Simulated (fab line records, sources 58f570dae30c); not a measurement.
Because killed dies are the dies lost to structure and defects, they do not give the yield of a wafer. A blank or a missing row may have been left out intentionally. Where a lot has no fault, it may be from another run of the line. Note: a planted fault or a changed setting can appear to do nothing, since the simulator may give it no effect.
Split-lot study ; flow berkeleyCmos170 ; 23 wafers read from 5 lots, route of 331 steps

SPLIT DETAILS
At UCB170_SPACER_ANNEAL_02 (time 1800 s), the setting tempC was moved away from the recipe's 900 C on 15 of the 23 wafers read, by -2.8% to +1.3%. This setting was run at the recipe's value on the other wafers.

FROM THE SPLIT TO THE READING: what the file shows between them, 7 steps
- UCB170_PSD_EXPOSE_03: exposes mask PSELECT MOD, target cd 1200 nm (also split here: doseMj)
- UCB170_PSD_PEB_04
- UCB170_PSD_DEVELOP_05: develop time 45 s
- UCB170_PSD_CD_MEAS_06: target cd 1200 nm
- UCB170_NSD_SOFTBAKE_02: time 60 s (also split here: timeS)
- UCB170_NSD_EXPOSE_03: exposes mask NSELECT MOD, target cd 1200 nm
- UCB170_NSD_PEB_04

THE READING
PLDD_RS, in ohm/sq, at UCB170_SDANNEAL_RS_MEAS_04 (measures by four-point-probe). Fault-free wafers of this fab line usually give 1032.0 ohm/sq, standard deviation 3 ohm/sq.

wafer;tool, chamber at the split;tempC as run, C;against the recipe;PLDD_RS, ohm/sq;against lot-mates on the recipe
L077.1;furnace-01, 0;900;recipe;1032.0;-
L077.4;furnace-01, 0;900;recipe;1030.8;-
L077.6;furnace-01, 0;900;recipe;1032.8;-
L076.2;-, -;875.2;-2.8%;1134.5;no lot-mate on the recipe
L076.3;-, -;875.2;-2.8%;1133.8;no lot-mate on the recipe
L076.4;-, -;875.2;-2.8%;1135.1;no lot-mate on the recipe
L076.5;-, -;875.2;-2.8%;1134.3;no lot-mate on the recipe
L076.6;-, -;875.2;-2.8%;1132.9;no lot-mate on the recipe
L080.1;-, -;892.5;-0.8%;1063.2;no lot-mate on the recipe
L080.3;-, -;892.5;-0.8%;1062.3;no lot-mate on the recipe
L080.4;-, -;892.5;-0.8%;1061.5;no lot-mate on the recipe
L080.5;-, -;892.5;-0.8%;1059.5;no lot-mate on the recipe
L080.6;-, -;892.5;-0.8%;1062.9;no lot-mate on the recipe
L079.1;-, -;900;recipe;1027.6;-
L079.2;-, -;900;recipe;1032.9;-
L079.4;-, -;900;recipe;1030.2;-
L079.5;-, -;900;recipe;1032.2;-
L079.6;-, -;900;recipe;1031.4;-
L082.1;-, -;911.5;+1.3%;991.7;no lot-mate on the recipe
L082.2;-, -;911.5;+1.3%;992.8;no lot-mate on the recipe
L082.3;-, -;911.5;+1.3%;990.8;no lot-mate on the recipe
L082.4;-, -;911.5;+1.3%;987.9;no lot-mate on the recipe
L082.6;-, -;911.5;+1.3%;993.3;no lot-mate on the recipe

FIT RESULTS
A straight line over all 23 wafers: PLDD_RS changes by -35.7 ohm/sq for each +1% of tempC; r = -1.00; the points scatter about the line by 3 ohm/sq.
Too few moved wafers have a lot-mate on the recipe to fit a line with each lot's own level taken away.

FILE'S OWN FIT
PLDD_RS changes by -35.7 ohm/sq for each +1% of tempC, r = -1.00.
